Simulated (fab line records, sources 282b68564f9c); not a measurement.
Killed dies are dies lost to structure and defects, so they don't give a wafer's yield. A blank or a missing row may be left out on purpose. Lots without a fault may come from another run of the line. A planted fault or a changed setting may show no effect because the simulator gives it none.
One fault seen from 2 desks | flow rit_cmos | each desk has only its own numbers; what lay behind them comes last

THE TOOL OWNER'S DESK: litho_track-04
The tool's own readings at RIT_CONTACT_SOFTBAKE_04 (time 60 s): means of the sampled wafers that have a number, for each lot that ran on this tool. A lot is out of limits, marked OUT, if its mean lies more than 4 standard deviations from the usual mean; the brackets give that distance.
Columns: A = heater_power_total_W at RIT_CONTACT_SOFTBAKE_04, usual 34.56 W; B = plate_temp_C at RIT_CONTACT_SOFTBAKE_04, usual 89.99 C
lot  | first seen here | A               | B
L121 | day 3 02:14     | 34.54           | 90.00
L130 | day 4 23:50     | 36.41 (+36) OUT | 93.33 (+26) OUT
L131 | day 5 04:31     | 36.35 (+35) OUT | 93.45 (+27) OUT
This desk's finding: out of limits on L130, L131; first on L130, day 4 23:50 (heater_power_total_W at RIT_CONTACT_SOFTBAKE_04). In limits: L121.

THE METROLOGY DESK
What the gauges read, lot by lot, whatever tool the lot ran on: means of the sampled wafers that have a number. A lot is out of limits, marked OUT, if its mean lies more than 4 standard deviations from the usual mean; the brackets give that distance.
Columns: A = NLDD_RS at RIT_SDANNEAL_RS_MEAS_07, usual 151.8 ohm/sq; B = SILICIDE_TI_RS at RIT_SILICIDE_RS_MEAS_02, usual 47.5 ohm/sq; C = SILICIDE_TI_THK at RIT_SILICIDE_THK_MEAS_03, usual 30.6 nm; D = CONTACT_TEOS_THK at RIT_CONTACT_THK_MEAS_01, usual 398 nm; E = cd_nm at RIT_CONTACT_CD_MEAS_08, usual 1000.0 nm
lot  | first seen here | A     | B    | C    | D   | E
L121 | day 3 01:11     | 152.3 | 46.7 | 31.1 | 397 | 998.2
L123 | day 3 12:22     | 152.3 | 47.7 | 30.4 | 403 | 1002.0
L130 | day 4 22:43     | 152.0 | 47.8 | 30.6 | 398 | 1003.0
L131 | day 5 03:23     | 151.4 | 47.7 | 30.5 | 403 | 999.5
L139 | day 6 19:44     | 151.4 | 47.0 | 31.0 | 402 | 998.6
L143 | day 7 15:24     | 151.9 | 46.8 | 31.1 | 402 | 999.9
This desk's finding: nothing out of limits on any of the 6 lots.

PUT TOGETHER
The tool owner's desk could have raised an alarm at day 4 23:50, on L130, L131.
The metrology desk saw nothing out of limits.
The metrology desk has L130, L131 on record, within its limits.
Of the lots named, all ran RIT_CONTACT_SOFTBAKE_04 on litho_track-04.

WHAT THE SIMULATOR HAD PUT IN
Process parameter drift: litho_track-04, from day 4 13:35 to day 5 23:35, at RIT_CONTACT_SOFTBAKE_04. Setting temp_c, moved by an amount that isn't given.
Lots struck among those shown: L130, L131.
Hours from the fault's start to each desk's first reading out of limits: the tool owner's desk, 10.
